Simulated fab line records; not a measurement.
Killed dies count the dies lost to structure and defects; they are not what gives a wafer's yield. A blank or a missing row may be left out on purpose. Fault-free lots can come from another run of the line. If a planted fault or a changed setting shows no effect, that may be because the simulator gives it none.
2 desks looking at one fault :: flow rit cmos :: only its own numbers are on each desk; what lay behind them is given at the end

== THE TOOL OWNER'S DESK: litho track-03 ==
The tool's own readings at RIT_M1_DEVELOP_08 (develop time 68 s): means of the sampled wafers that have a number, for each lot that ran on this tool. Marked OUT: a lot whose mean sits more than 4 standard deviations from the usual mean, which makes it out of limits; the brackets give that distance.
Columns: A = resist line temp C at RIT_M1_DEVELOP_08, usual 23.00 C
lot: L317
first seen here: day 3 22:00
A: 23.10

lot: L318
first seen here: day 4 02:00
A: 22.94

lot: L322
first seen here: day 5 06:00
A: 23.04

lot: L332
first seen here: day 7 19:00
A: 22.95

lot: L334
first seen here: day 7 19:00
A: 23.05
Result from this desk: across the 5 lots, nothing is out of limits.

== AT THE METROLOGY DESK ==
What the gauges read for every lot (on any tool): the sampled wafers with a number, averaged. Marked OUT: a lot whose mean sits more than 4 standard deviations from the usual mean, which makes it out of limits; the brackets give that distance.
Columns: A = cd nm at RIT_M1_CD_MEAS_09, usual 2600.0 nm
lot: L316
first seen here: day 3 17:44
A: 2596.5

lot: L317
first seen here: day 3 23:08
A: 2601.2

lot: L318
first seen here: day 4 02:51
A: 2597.1

lot: L319
first seen here: day 4 05:37
A: 2598.9

lot: L321
first seen here: day 4 22:57
A: 2603.7

lot: L322
first seen here: day 5 07:01
A: 2598.1

lot: L323
first seen here: day 5 07:15
A: 2599.7

lot: L324
first seen here: day 5 11:52
A: 2597.6

lot: L325
first seen here: day 5 19:03
A: 2601.5

lot: L331
first seen here: day 7 09:50
A: 2598.1

lot: L332
first seen here: day 7 19:46
A: 2580.0 (-8.0) OUT

lot: L334
first seen here: day 7 20:05
A: 2577.1 (-9.1) OUT

lot: L333
first seen here: day 7 20:08
A: 2599.9

lot: L337
first seen here: day 8 07:04
A: 2603.6
Finding of this desk: L332, L334 out of limits; the first was L332 at day 7 19:46, on cd nm at RIT_M1_CD_MEAS_09. Within limits: L316, L317, L318, L319, L321, L322, L323, L324, L325, L331, L333, L337.

== PUT TOGETHER ==
Metrology desk: alarm possible at day 7 19:46 on L332, L334.
Nothing out of limits was seen by the tool owner's desk.
The tool owner's desk has L332, L334 on record, within its limits.
RIT_M1_DEVELOP_08 was run on litho track-03 by each of the lots named.

== WHAT HAD BEEN PUT IN BY THE SIMULATOR ==
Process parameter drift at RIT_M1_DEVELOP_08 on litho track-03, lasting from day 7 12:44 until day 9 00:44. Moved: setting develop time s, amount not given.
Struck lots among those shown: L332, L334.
Delay in hours, fault start to first out-of-limits reading, per desk: metrology desk 7.
